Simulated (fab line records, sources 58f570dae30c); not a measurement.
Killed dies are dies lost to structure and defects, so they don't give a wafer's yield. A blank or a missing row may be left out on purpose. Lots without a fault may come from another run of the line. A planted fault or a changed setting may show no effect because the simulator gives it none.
fab line records | flow berkeley_cmos170
record lots=5 wafers=23
route steps=331 shown CONTACT@226 M1@244 V1@264 M2@272
start_h: hours from the record's first day to the start of the lot's first wafer shown | wait_h: hours since the lot's step before | " the same as in the row above | L1.1+2: a row that stands for several wafers | - no value, or no start given | * or withheld: withheld | < > ~ a bound
route shown NAME@n: a module of which the file shows steps, and the number in the route of the first | usual: mean/standard deviation of fault-free wafers | same: alike in all rows | chamber/n: place in a boat | sites: the reading at each site | _std_site: their standard deviation | _edge_site: outer sites' mean less inner sites' | radius_mm: how far each site lies from the wafer's centre | mask NAME#n: copy n | behind: the tool/chamber that last shaped the wafer | hold: why the lot was held/for how many hours/how that ended | device: the transistor (n, p or np) that didn't switch | end of line: the same wafers' tests at the end of the route | a step without rows: its recipe alone | killed: dies lost to structure and defects at the first sort, not the wafer's yield | map: a wafer's dies, x killed, . not, _ none there
set.NAME: the setting as run; set.NAME@STEP: as run at that earlier step | model.NAME: the simulator's own value behind a step, which no gauge read
lots whose settings were changed on purpose; a table a step, a row a wafer
## steps
# step UCB170_CONTACT_COAT_10
# recipe resist=KrF spin_rpm=1500 resist_thk_nm=900
# columns lot.wafer tool chamber start_h wait_h set.resist_thk_nm model.KrF_of_CONTACT_COAT_10.thk_nm
L076.1 litho_track-01 0 - - 900 901.1
L076.2 " 0 " " 900 899.2
L076.3 " 0 " " 900 899.5
L076.4 " 0 " " 900 899
L076.6 " 0 " " 900 899.4
L075.4 litho_track-02 0 - - 900 898.5
L075.5 " 0 " " 900 899.8
L075.6 " 0 " " 900 901.5
L079.1 litho_track-03 0 - - 900 903.3
L079.2 " 0 " " 917.3 918.4
L079.3 " 0 " " 917.3 919.5
L079.5 " 0 " " 917.3 918.9
L079.6 " 0 " " 900 902.7
L083.1 litho_track-01 0 - - 878.8 879.7
L083.2 " 0 " " 900 902.5
L083.3 " 0 " " 878.8 879.4
L083.5 " 0 " " 900 898.6
L083.6 " 0 " " 900 900.4
L085.1 litho_track-01 0 - - 876.3 876.9
L085.2 " 0 " " 876.3 879.7
L085.3 " 0 " " 900 901.1
L085.4 " 0 " " 900 898.6
L085.6 " 0 " " 900 904.4
# step UCB170_CONTACT_SOFTBAKE_11
# recipe resist=KrF temp_c=130 time_s=60
# step UCB170_CONTACT_EXPOSE_12
# recipe mask_id=CONT target_cd_nm=700 na=0.5 sigma_outer=0.6 source_shape=conventional dose_mj=35
# step UCB170_CONTACT_ETCH_17
# recipe chemistry=N2/H2 target_depth_a=withheld overetch_a=withheld target=BARC time_s=withheld source_w=500 bias_w=100 pressure_mtorr=30 n2_flow_sccm=100 h2_flow_sccm=200
# step UCB170_CONTACT_ETCH_18
# recipe chemistry=CHF3/CF4/Ar target=PSG stop_on=TiSi2 CHF3_flow_sccm=45 cf4_flow_sccm=15 Ar_flow_sccm=150 pressure_mtorr=200 rf_w=700 target_depth_a=8400 over_etch_frac=0.2 time_s=195
# columns lot.wafer tool chamber start_h wait_h set.o2_flow_sccm@CONTACT_CVD_01 set.resist_thk_nm@CONTACT_COAT_10 model.CONTACT.feature_depth_nm model.etch.depth_nm model.KrF_of_CONTACT_COAT_10.thk_nm
L076.1 rie_diel-01 2 - - 77.89 900 650.9 650.9 693.5
L076.2 " 0 " " 77.89 900 659 - 689.4
L076.3 " 1 " " 77.89 900 657.1 - 688.5
L076.4 " 3 " " 77.89 900 660.2 - 689.9
L076.6 " 2 " " 77.89 900 654.7 - 691.1
L075.4 rie_diel-04 1 - - 90 900 695.8 695.8 689.2
L075.5 " 3 " " 90 900 699.8 699.8 694.1
L075.6 " 0 " " 90 900 699.8 699.8 695.3
L079.1 rie_diel-03 2 - - 79.04 900 656.7 - 695.8
L079.2 " 0 " " 79.04 917.3 659.8 - 710.1
L079.3 " 1 " " 79.04 917.3 659.4 659.4 713.3
L079.5 " 3 " " 79.04 917.3 658.4 - 711
L079.6 " 0 " " 79.04 900 656.3 - 694.5
L083.1 rie_diel-03 3 - - 97.18 878.8 722 - 671.1
L083.2 " 0 " " 97.18 900 728.2 - 693.2
L083.3 " 1 " " 97.18 878.8 727.4 - 669.9
L083.5 " 3 " " 97.18 900 730.6 730.6 690.9
L083.6 " 0 " " 97.18 900 729.1 - 691.2
L085.1 rie_diel-04 0 - - 83.56 876.3 680.2 680.2 669
L085.2 " 3 " " 83.56 876.3 679.1 - 669
L085.3 " 1 " " 83.56 900 674.4 - 691
L085.4 " 2 " " 83.56 900 683 - 683.9
L085.6 " 0 " " 83.56 900 675.7 675.7 697.3
# step UCB170_M1_EXPOSE_06
# recipe mask_id=METAL1 target_cd_nm=700 na=0.5 sigma_outer=0.6 source_shape=conventional dose_mj=21
# columns lot.wafer tool chamber start_h wait_h mask set.dose_mj
L076.1+4 krf_scanner-02 0 142.20 - METAL1#0 19.46
L076.2+3+6 " 0 " " METAL1#0 21
L075.4+5+6 krf_scanner-01 0 142.72 - METAL1#0 21
L079.1+3+6 krf_scanner-01 0 169.51 - METAL1#0 21
L079.2+5 " 0 " " METAL1#0 20.6
L083.1+5 krf_scanner-01 0 193.01 - METAL1#0 21
L083.2+3+6 " 0 " " METAL1#0 21.96
L085.1+2+3+4+6 krf_scanner-01 0 194.47 - METAL1#0 21
# step UCB170_M1_PEB_07
# recipe peb_temp_c=130 peb_time_s=withheld resist=KrF
# step UCB170_M1_DEVELOP_08
# recipe developer=TMAH develop_time_s=45 resist=KrF dev_temp_c=21
# step UCB170_M1_CD_MEAS_09
# recipe target_cd_nm=700
# usual cd_nm=699.3/1.6
# columns lot.wafer tool chamber start_h wait_h set.dose_mj@M1_EXPOSE_06 cd_nm
L076.1 cd_sem-01 - 142.59 - 19.46 713.2
L076.2 " - " " 21 699.7
L076.3 " - " " 21 698.0
L076.4 " - " " 19.46 712.4
L076.6 " - " " 21 699.1
L075.4 cd_sem-01 - 143.11 - 21 699.3
L075.5 " - " " 21 697.5
L075.6 " - " " 21 699.3
L079.1 cd_sem-01 - 170.29 - 21 699.7
L079.2 " - " " 20.6 705.6
L079.3 " - " " 21 700.7
L079.5 " - " " 20.6 704.5
L079.6 " - " " 21 700.2
L083.1 cd_sem-01 - 193.40 - 21 697.0
L083.2 " - " " 21.96 688.1
L083.3 " - " " 21.96 690.7
L083.5 " - " " 21 696.8
L083.6 " - " " 21.96 690.4
L085.1 cd_sem-02 - 194.86 - 21 699.1
L085.2 " - " " 21 698.4
L085.3 " - " " 21 700.6
L085.4 " - " " 21 699.0
L085.6 " - " " 21 699.9
# step UCB170_M1_ETCH_11
# recipe chemistry=N2/H2 target_depth_a=withheld overetch_a=withheld target=BARC time_s=withheld source_w=500 bias_w=100 pressure_mtorr=30 n2_flow_sccm=100 h2_flow_sccm=200
# columns lot.wafer tool chamber start_h wait_h set.dose_mj@M1_EXPOSE_06 model.M1.cd_nm
L076.1 rie_diel-04 1 142.74 0.0 19.46 713.2
L076.2+6 " 0,3 " " 21 699.9
L076.3 " 3 " " 21 698.6
L076.4 " 1 " " 19.46 712
L075.4+6 rie_diel-03 0,2 143.23 0.0 21 698.9
L075.5 " 1 " " 21 697.4
L079.1 rie_diel-02 0 170.45 0.0 21 699.9
L079.2 " 3 " " 20.6 706.4
L079.3 " 1 " " 21 700.9
L079.5 " 2 " " 20.6 704.6
L079.6 " 1 " " 21 700.7
L083.1 rie_diel-03 0 193.56 0.0 21 697.2
L083.2 " 2 " " 21.96 687.6
L083.3 " 1 " " 21.96 689.9
L083.5 " 0 " " 21 696.1
L083.6 " 2 " " 21.96 690.3
L085.1 rie_diel-02 0 195.01 0.0 21 698.4
L085.2 " 1 " " 21 697.2
L085.3 " 2 " " 21 700.4
L085.4 " 3 " " 21 698.8
L085.6 " 1 " " 21 698.7
# step UCB170_M1_METAL_ETCH_12
# recipe chemistry=Cl2/BCl3 target=Al stop_on=PSG pressure_mtorr=12 target_depth_a=7800 over_etch_frac=0.3 time_s=130 icp_w=600 bias_w=120 Cl2_flow_sccm=90 bcl3_flow_sccm=45
# columns lot.wafer tool chamber start_h wait_h set.bias_w
L076.1+2 rie_metal-03 0,1 142.79 - 110.3
L076.3+4+6 " 0,1,1 " " 120
L075.4+5+6 rie_metal-02 0,1,0 143.30 - 120
L079.1+5+6 rie_metal-03 0 170.49 - 120
L079.2+3 " 0 " " 114.5
L083.1+2 rie_metal-01 1,0 193.60 - 127.6
L083.3+5+6 " 1,0,1 " " 120
L085.1+6 rie_metal-03 0 195.06 - 120
L085.2+3+4 " 0 " " 126.5
# step UCB170_M1_STRIP_13
# recipe chemistry=O2 power_w=400 pressure_mtorr=3500 platen_temp_c=withheld o2_flow_sccm=400 overash_fraction=0.5
# step UCB170_M1_CD_MEAS_90
# recipe target_cd_nm=700
# usual cd_nm=699.4/2
# columns lot.wafer tool chamber start_h wait_h set.dose_mj@M1_EXPOSE_06 cd_nm
L076.1 cd_sem-02 - 143.02 0.1 19.46 713.3
L076.2 " - " " 21 699.2
L076.3 " - " " 21 700.1
L076.4 " - " " 19.46 710.5
L076.6 " - " " 21 700.8
L075.4 cd_sem-02 - 143.54 0.1 21 699.0
L075.5 " - " " 21 697.7
L075.6 " - " " 21 700.7
L079.1 cd_sem-01 - 170.96 0.2 21 700.0
L079.2 " - " " 20.6 707.7
L079.3 " - " " 21 702.6
L079.5 " - " " 20.6 705.9
L079.6 " - " " 21 702.2
L083.1 cd_sem-02 - 193.83 0.1 21 696.7
L083.2 " - " " 21.96 689.1
L083.3 " - " " 21.96 687.6
L083.5 " - " " 21 697.3
L083.6 " - " " 21.96 688.3
L085.1 cd_sem-02 - 195.42 0.1 21 697.4
L085.2 " - " " 21 694.4
L085.3 " - " " 21 699.0
L085.4 " - " " 21 696.9
L085.6 " - " " 21 696.9
# step UCB170_V1_PEB_10
# recipe peb_temp_c=130 peb_time_s=withheld resist=KrF
# columns lot.wafer tool chamber start_h wait_h set.peb_temp_c
L076.1+3+6 litho_track-01 0 148.02 0.1 128.5
L076.2+4 " 0 " " 130
L075.4+5+6 litho_track-03 0 148.74 0.6 130
L079.1+2+6 litho_track-03 0 176.55 0.3 131.7
L079.3+5 " 0 " " 130
L083.1+6 litho_track-01 0 199.46 0.3 126.4
L083.2+3+5 " 0 " " 130
L085.1+2+3+4+6 litho_track-04 0 200.63 0.1 130
# step UCB170_V1_DEVELOP_11
# recipe developer=TMAH develop_time_s=45 resist=KrF dev_temp_c=21
# step UCB170_V1_CD_MEAS_12
# recipe target_cd_nm=700
# usual cd_nm=700.1/1.1
# columns lot.wafer tool chamber start_h wait_h set.peb_temp_c@V1_PEB_10 cd_nm
L076.1 cd_sem-02 - 148.29 - 128.5 690.3
L076.2 " - " " 130 699.6
L076.3 " - " " 128.5 689.7
L076.4 " - " " 130 699.5
L076.6 " - " " 128.5 690.2
L075.4 cd_sem-01 - 149.00 - 130 698.9
L075.5 " - " " 130 697.4
L075.6 " - " " 130 699.0
L079.1 cd_sem-01 - 176.82 - 131.7 710.6
L079.2 " - " " 131.7 709.6
L079.3 " - " " 130 699.2
L079.5 " - " " 130 698.7
L079.6 " - " " 131.7 708.7
L083.1 cd_sem-02 - 199.74 - 126.4 672.7
L083.2 " - " " 130 700.4
L083.3 " - " " 130 700.7
L083.5 " - " " 130 702.0
L083.6 " - " " 126.4 673.9
L085.1 cd_sem-01 - 200.91 - 130 699.3
L085.2 " - " " 130 699.3
L085.3 " - " " 130 699.1
L085.4 " - " " 130 699.0
L085.6 " - " " 130 699.2
# step UCB170_V1_ETCH_14
# recipe chemistry=CHF3/CF4/Ar target=SiO2 stop_on=Al CHF3_flow_sccm=45 cf4_flow_sccm=15 Ar_flow_sccm=150 pressure_mtorr=200 rf_w=712.2 target_depth_a=12500 over_etch_frac=0.25 time_s=291
# columns lot.wafer tool chamber start_h wait_h set.peb_temp_c@V1_PEB_10 model.V1.cd_nm
L076.1 rie_diel-01 3 148.45 0.0 128.5 690.7
L076.2 " 2 " " 130 700.8
L076.3 " 0 " " 128.5 690
L076.4 " 1 " " 130 699.3
L076.6 " 2 " " 128.5 690.6
L075.4 rie_diel-02 3 149.10 0.0 130 698.5
L075.5 " 2 " " 130 698.2
L075.6 " 3 " " 130 699.7
L079.1 rie_diel-01 0 176.98 0.0 131.7 710.7
L079.2 " 2 " " 131.7 710.9
L079.3 " 3 " " 130 700.2
L079.5 " 2 " " 130 699.2
L079.6 " 3 " " 131.7 709.1
L083.1 rie_diel-03 1 199.89 0.0 126.4 673.5
L083.2 " 0 " " 130 701
L083.3 " 2 " " 130 701.2
L083.5 " 0 " " 130 702.6
L083.6 " 2 " " 126.4 674.9
L085.1+3 rie_diel-01 1,3 201.06 0.0 130 699.4
L085.2 " 0 " " 130 699.1
L085.4 " 2 " " 130 699.5
L085.6 " 3 " " 130 698.9
# step UCB170_V1_STRIP_15
# recipe chemistry=O2 power_w=400 pressure_mtorr=3500 platen_temp_c=withheld o2_flow_sccm=400 overash_fraction=0.5
# step UCB170_V1_CD_MEAS_90
# recipe target_cd_nm=700
# usual cd_nm=700.5/1.1
# columns lot.wafer tool chamber start_h wait_h set.peb_temp_c@V1_PEB_10 cd_nm
L076.1 cd_sem-01 - 148.73 0.1 128.5 690.8
L076.2 " - " " 130 701.1
L076.3 " - " " 128.5 690.0
L076.4 " - " " 130 699.2
L076.6 " - " " 128.5 690.5
L075.4 cd_sem-01 - 149.44 0.1 130 698.7
L075.5 " - " " 130 698.2
L075.6 " - " " 130 699.6
L079.1 cd_sem-02 - 177.25 0.1 131.7 710.4
L079.2 " - " " 131.7 711.1
L079.3 " - " " 130 700.5
L079.5 " - " " 130 699.1
L079.6 " - " " 131.7 709.2
L083.1 cd_sem-02 - 200.31 0.2 126.4 673.3
L083.2 " - " " 130 700.8
L083.3 " - " " 130 701.1
L083.5 " - " " 130 702.3
L083.6 " - " " 126.4 674.9
L085.1 cd_sem-02 - 201.34 0.1 130 699.4
L085.2 " - " " 130 699.2
L085.3 " - " " 130 699.4
L085.4 " - " " 130 699.6
L085.6 " - " " 130 698.5
# step UCB170_M2_SPUTTER_01
# recipe material=Al target_thk_nm=900 time_s=120 power_w=6000 chamber_pressure_pa=0.5
# columns lot.wafer tool chamber start_h wait_h set.power_w model.Al_of_M2_SPUTTER_01.thk_nm
L076.1 pvd_sputter-01 - 148.91 0.0 6000 898.7
L076.2 " - " " 6685 994.5
L076.3 " - " " 6000 894.4
L076.4+6 " - " " 6685 1003
L075.4 pvd_sputter-03 - 149.57 0.0 6000 919.3
L075.5 " - " " 6000 919.7
L075.6 " - " " 6000 915.1
L079.1 pvd_sputter-03 - 177.44 0.0 6000 896.8
L079.2 " - " " 5421 811.6
L079.3 " - " " 6000 900
L079.5 " - " " 6000 898.5
L079.6 " - " " 5421 817
L083.1 pvd_sputter-03 - 200.50 0.0 6000 902
L083.2 " - " " 6000 911.4
L083.3 " - " " 6472 979
L083.5 " - " " 6000 907.1
L083.6 " - " " 6472 981.3
L085.1 pvd_sputter-04 - 201.53 0.0 6000 911.1
L085.2 " - " " 6000 915.7
L085.3 " - " " 5792 876.3
L085.4 " - " " 5792 879.3
L085.6 " - " " 6000 909.6
# step UCB170_M2_RS_MEAS_02
# recipe thk_meas_gauge=four-point-probe reads=Al_of_M2_SPUTTER_01
# usual M2_AL_RS=0.03204/0.00028
# columns lot.wafer tool chamber start_h wait_h set.power_w@M2_SPUTTER_01 M2_AL_RS[ohm/sq]
L076.1 film_metro-04 - 149.00 0.0 6000 0.0322
L076.2 " - " " 6685 0.02907
L076.3 " - " " 6000 0.03229
L076.4 " - " " 6685 0.02871
L076.6 " - " " 6685 0.02877
L075.4 film_metro-04 - 149.71 0.1 6000 0.03142
L075.5 " - " " 6000 0.0314
L075.6 " - " " 6000 0.03161
L079.1 film_metro-02 - 177.52 0.0 6000 0.0323
L079.2 " - " " 5421 0.03577
L079.3 " - " " 6000 0.03219
L079.5 " - " " 6000 0.03218
L079.6 " - " " 5421 0.03541
L083.1 film_metro-04 - 200.58 0.0 6000 0.03203
L083.2 " - " " 6000 0.03174
L083.3 " - " " 6472 0.02946
L083.5 " - " " 6000 0.03181
L083.6 " - " " 6472 0.02944
L085.1 film_metro-02 - 201.61 0.0 6000 0.03171
L085.2 " - " " 6000 0.0316
L085.3 " - " " 5792 0.03303
L085.4 " - " " 5792 0.03292
L085.6 " - " " 6000 0.0318
# step UCB170_M2_THK_MEAS_03
# recipe thk_meas_gauge=xrf reads=Al_of_M2_SPUTTER_01
# usual M2_AL_THK=904/8.3
# columns lot.wafer tool chamber start_h wait_h set.power_w@M2_SPUTTER_01 M2_AL_THK[nm]
L076.1 film_metro-04 - 149.12 0.1 6000 898
L076.2 " - " " 6685 1000
L076.3 " - " " 6000 899
L076.4 " - " " 6685 1005
L076.6 " - " " 6685 1004
L075.4 film_metro-04 - 149.80 0.1 6000 918
L075.5 " - " " 6000 922
L075.6 " - " " 6000 912
L079.1 film_metro-02 - 177.64 0.1 6000 895
L079.2 " - " " 5421 817
L079.3 " - " " 6000 906
L079.5 " - " " 6000 904
L079.6 " - " " 5421 821
L083.1 film_metro-04 - 200.70 0.1 6000 905
L083.2 " - " " 6000 909
L083.3 " - " " 6472 980
L083.5 " - " " 6000 907
L083.6 " - " " 6472 982
L085.1 film_metro-02 - 201.73 0.1 6000 912
L085.2 " - " " 6000 920
L085.3 " - " " 5792 879
L085.4 " - " " 5792 881
L085.6 " - " " 6000 907
# step UCB170_M2_STRIP_07
# recipe chemistry=O2 power_w=400 pressure_mtorr=3500 platen_temp_c=withheld o2_flow_sccm=400 overash_fraction=0.5
# usual strip_time_to_endpoint_s=22.02/0.067
# columns lot.wafer tool chamber start_h wait_h set.o2_flow_sccm strip_time_to_endpoint_s
L076.1 plasma_asher-02 0 149.67 0.1 400 22.03
L076.2 " 1 " " 400 22.04
L076.3 " 0 " " 437.8 21.72
L076.4 " 1 " " 437.8 21.75
L076.6 " 1 " " 400 22.02
L075.4 plasma_asher-04 0 150.31 0.1 400 22.02
L075.5 " 1 " " 400 21.98
L075.6 " 0 " " 400 22.01
L079.1 plasma_asher-04 1 178.15 0.1 426.1 21.80
L079.2 " 0 " " 426.1 21.80
L079.3 " 1 " " 400 21.95
L079.5 " 0 " " 400 21.89
L079.6 " 1 " " 400 21.89
L083.1 plasma_asher-02 0 201.21 0.1 448.3 21.91
L083.2 " 1 " " 400 22.10
L083.3 " 1 " " 448.3 21.86
L083.5 " 0 " " 400 22.10
L083.6 " 1 " " 448.3 21.81
L085.1 plasma_asher-04 0 202.24 0.1 372 22.24
L085.2 " 1 " " 372 22.20
L085.3 " 0 " " 400 21.94
L085.4 " 1 " " 372 22.18
L085.6 " 0 " " 400 21.95
# step UCB170_M2_STRIP_08
# recipe chemistry=DMSO temp_c=80 time_s=600 material=KrF
# step UCB170_M2_COAT_09
# recipe resist=BARC temp_c=withheld time_s=withheld spin_rpm=3000 resist_thk_nm=withheld
# step UCB170_M2_ETCH_17
# recipe chemistry=N2/H2 target_depth_a=withheld overetch_a=withheld target=BARC time_s=withheld source_w=500 bias_w=100 pressure_mtorr=30 n2_flow_sccm=100 h2_flow_sccm=200
# step UCB170_M2_METAL_ETCH_18
# recipe chemistry=Cl2/BCl3 target=Al stop_on=SiO2 pressure_mtorr=12 target_depth_a=11700 over_etch_frac=0.3 time_s=195 icp_w=600 bias_w=120 Cl2_flow_sccm=90 bcl3_flow_sccm=45
# usual oes_product_au=0.857/0.011
# columns lot.wafer tool chamber start_h wait_h set.power_w@M2_SPUTTER_01 oes_product_au
L076.1 rie_metal-04 0 151.96 - 6000 0.841
L076.2 " 1 " " 6685 0.903
L076.3 " 1 " " 6000 0.840
L076.4 " 0 " " 6685 0.893
L076.6 " 0 " " 6685 0.896
L075.4 rie_metal-01 1 152.44 - 6000 0.864
L075.5 " 1 " " 6000 0.864
L075.6 " 0 " " 6000 0.880
L079.1 rie_metal-02 1 180.08 - 6000 0.858
L079.2 " 0 " " 5421 0.818
L079.3 " 1 " " 6000 0.865
L079.5 " 1 " " 6000 0.860
L079.6 " 0 " " 5421 0.822
L083.1 rie_metal-02 1 202.79 - 6000 0.866
L083.2 " 0 " " 6000 0.872
L083.3 " 0 " " 6472 0.908
L083.5 " 1 " " 6000 0.861
L083.6 " 0 " " 6472 0.904
L085.1 rie_metal-01 0 203.73 - 6000 0.868
L085.2 " 1 " " 6000 0.855
L085.3 " 1 " " 5792 0.855
L085.4 " 0 " " 5792 0.862
L085.6 " 0 " " 6000 0.876
## key
split step=UCB170_CONTACT_COAT_10 setting=resist_thk_nm stated=900 by=wafer
response step=UCB170_CONTACT_COAT_10 reading=model.KrF_of_CONTACT_COAT_10.thk_nm change=+8.7 per=1% r=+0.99
response step=UCB170_CONTACT_ETCH_18 reading=model.KrF_of_CONTACT_COAT_10.thk_nm change=+8.57 per=1% r=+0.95
split step=UCB170_M1_EXPOSE_06 setting=dose_mj stated=21 by=wafer
response step=UCB170_M1_CD_MEAS_09 reading=cd_nm change=-1.83 per=1% r=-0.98
response step=UCB170_M1_ETCH_11 reading=model.M1.cd_nm change=-1.78 per=1% r=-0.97
response step=UCB170_M1_CD_MEAS_90 reading=cd_nm change=-1.74 per=1% r=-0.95
split step=UCB170_M1_METAL_ETCH_12 setting=bias_w stated=120 by=wafer
response none clear
split step=UCB170_V1_PEB_10 setting=peb_temp_c stated=130 by=wafer
response step=UCB170_V1_CD_MEAS_12 reading=cd_nm change=+9.49 per=1% r=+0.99
response step=UCB170_V1_ETCH_14 reading=model.V1.cd_nm change=+9.39 per=1% r=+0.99
response step=UCB170_V1_CD_MEAS_90 reading=cd_nm change=+9.37 per=1% r=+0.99
split step=UCB170_M2_SPUTTER_01 setting=power_w stated=6000 by=wafer
response step=UCB170_M2_SPUTTER_01 reading=model.Al_of_M2_SPUTTER_01.thk_nm change=+9.06 per=1% r=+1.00
response step=UCB170_M2_RS_MEAS_02 reading=M2_AL_RS change=-0.000318 per=1% r=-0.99
response step=UCB170_M2_THK_MEAS_03 reading=M2_AL_THK change=+9.07 per=1% r=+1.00
response step=UCB170_M2_METAL_ETCH_18 reading=oes_product_au change=+0.00463 per=1% r=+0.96
split step=UCB170_M2_STRIP_07 setting=o2_flow_sccm stated=400 by=wafer
response step=UCB170_M2_STRIP_07 reading=strip_time_to_endpoint_s change=* per=1% r=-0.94
split outside_this_file step=UCB170_CONTACT_CVD_01 setting=o2_flow_sccm
# split outside_this_file: this setting was split too, and the file shows its column; the key of that split is in another file
